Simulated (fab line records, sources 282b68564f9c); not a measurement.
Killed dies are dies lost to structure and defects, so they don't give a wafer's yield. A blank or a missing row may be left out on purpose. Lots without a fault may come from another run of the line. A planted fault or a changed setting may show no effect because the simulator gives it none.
Chamber matching | flow rit_cmos | RIT_GATE_ETCH_19 on rie_si-02: 4 sister chambers
The step etches poly-Si in SF6/CHF3/O2, stops on SiO2, time 165 s, target depth 312.5 nm. 18 wafers are shown with their chamber, then 9 later ones without.

WAFERS WITH THEIR CHAMBER
wafer  | chamber | throttle_valve_pct (%) | oes_product_au (a.u.)
L716.1 | 1       | 10.12                  | 0.855
L716.2 | 2       | 10.35                  | 0.852
L716.3 | 3       | 10.07                  | 0.876
L718.2 | 3       | 10.08                  | 0.874
L718.4 | 2       | 10.35                  | 0.853
L718.6 | 2       | 10.36                  | 0.846
L720.2 | 3       | 10.08                  | 0.871
L720.3 | 0       | 10.49                  | 0.856
L720.6 | 0       | 10.48                  | 0.855
L725.3 | 1       | 10.10                  | 0.847
L725.4 | 2       | 10.36                  | 0.844
L725.5 | 0       | 10.49                  | 0.860
L728.1 | 1       | 10.12                  | 0.835
L728.2 | 3       | 10.07                  | 0.852
L728.3 | 2       | 10.35                  | 0.830
L730.1 | 1       | 10.12                  | 0.839
L730.2 | 2       | 10.36                  | 0.840
L730.3 | 0       | 10.50                  | 0.848

SIGNATURES (means of the wafers above)
reading            | chamber 0 | chamber 1 | chamber 2 | chamber 3 | scatter within a chamber
throttle_valve_pct | 10.4900   | 10.1150   | 10.3550   | 10.0750   | 0.00732
oes_product_au     | 0.85475   | 0.84400   | 0.84417   | 0.86825   | 0.0086
Rule: a wafer's distance from a chamber is the root of the sum, over the readings, of the square of ((its reading less the chamber's mean) divided by the reading's scatter). The wafer belongs to the nearest chamber; if the next one is less than 2 further off, it can't be placed. The scatter: the root of (the sum of the squares of (reading less its chamber's mean) over the shown wafers, divided by (wafers less chambers)).

WAFERS WITHOUT THEIR CHAMBER
wafer  | throttle_valve_pct (%) | oes_product_au (a.u.)
L732.2 | 10.10                  | 0.835
L732.4 | 10.09                  | 0.870
L732.5 | 10.09                  | 0.868
L734.1 | 10.07                  | 0.879
L734.2 | 10.11                  | 0.848
L734.5 | 10.07                  | 0.865
L738.3 | 10.50                  | 0.853
L738.5 | 10.49                  | 0.855
L738.6 | 10.06                  | 0.868

WHICH CHAMBER EACH WENT THROUGH
wafer  | from the rows above | in truth
L732.2 | 1                   | 1
L732.4 | 3                   | 3
L732.5 | 3                   | 3
L734.1 | 3                   | 3
L734.2 | 1                   | 1
L734.5 | 3                   | 3
L738.3 | 0                   | 0
L738.5 | 0                   | 0
L738.6 | 3                   | 3
Placed correctly: 9 of 9. Can't be placed from these rows: 0. Placed wrongly: 0.
